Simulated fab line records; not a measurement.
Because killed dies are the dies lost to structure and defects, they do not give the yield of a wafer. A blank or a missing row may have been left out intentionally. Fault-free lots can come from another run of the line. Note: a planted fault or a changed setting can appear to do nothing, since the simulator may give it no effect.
2 desks, one fault	flow berkeleyCmos170	what lay behind the numbers comes last; until then each desk has only its own

== METROLOGY DESK ==
What the gauges read, lot by lot, whatever tool the lot ran on: means of the sampled wafers that have a number. Marked OUT: a lot whose mean sits more than 4 standard deviations from the usual mean, which makes it out of limits; the brackets give that distance.
Columns: A = PLDD_TW at UCB170_PLDD_TW_MEAS_11, usual 1011; B = PLDD_RS at UCB170_SDANNEAL_RS_MEAS_04, usual 1033.3 ohm/sq
lot	first seen here	A	B
L633	day 7 04:59	1008	1034.4
L634	day 7 23:44	1008	1035.2
L635	day 8 00:01	1011	1033.9
L636	day 8 00:28	1005	1034.4
L639	day 9 08:47	1012	1037.3
L641	day 9 09:17	1016	1030.1
L645	day 10 07:19	954 (-11) OUT	1195.6 (+56) OUT
L646	day 10 21:08	952 (-11) OUT	1199.1 (+57) OUT
L647	day 10 21:25	1008	1033.2
L648	day 11 10:06	1019	1031.8
L650	day 11 21:01	1003	1028.4
L653	day 12 08:10	1005	1031.5
L652	day 12 08:50	1012	1035.8
L655	day 12 16:25	1003	1037.3
This desk reports L645, L646 out of limits; the earliest was L645 at day 10 07:19 (PLDD_TW at UCB170_PLDD_TW_MEAS_11). Within limits: L633, L634, L635, L636, L639, L641, L647, L648, L650, L653, L652, L655.

== AT THE TOOL OWNER'S DESK: implanter-03 ==
UCB170_PLDD_IMPLANT_09, tool's own readings: per-lot mean of the sampled wafers with a number, covering each lot this tool ran. Marked OUT: a lot whose mean sits more than 4 standard deviations from the usual mean, which makes it out of limits; the brackets give that distance.
Columns: A = doseIonsCm2 at UCB170_PLDD_IMPLANT_09, usual 5e+13; B = faradayCurrentUA at UCB170_PLDD_IMPLANT_09, usual 152
lot	first seen here	A	B
L636	day 8 00:13	5e+13	142
L639	day 9 08:33	5e+13	141
L645	day 10 07:05	3e+13 (-99 or more) OUT	103 (-5.8) OUT
L646	day 10 20:53	3e+13 (-99 or more) OUT	104 (-5.6) OUT
This desk's finding: out of limits on L645, L646; first on L645, day 10 07:05 (doseIonsCm2 at UCB170_PLDD_IMPLANT_09). Within limits: L636, L639.

== ALL TOGETHER ==
The tool owner's desk had the chance to raise an alarm at day 10 07:05 on L645, L646.
The metrology desk could have raised an alarm at day 10 07:19, on L645, L646.
The lots listed all ran UCB170_PLDD_IMPLANT_09 on implanter-03.

== WHAT THE SIMULATOR HAD INSERTED ==
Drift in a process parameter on implanter-03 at UCB170_PLDD_IMPLANT_09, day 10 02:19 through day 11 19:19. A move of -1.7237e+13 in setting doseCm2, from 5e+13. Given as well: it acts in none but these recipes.
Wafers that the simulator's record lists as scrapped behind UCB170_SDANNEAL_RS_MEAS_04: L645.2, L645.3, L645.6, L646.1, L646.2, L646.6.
Lots struck among those shown: L645, L646.
Time in hours from fault onset to the first out-of-limits reading at each desk: tool owner's desk 5, metrology desk 5.
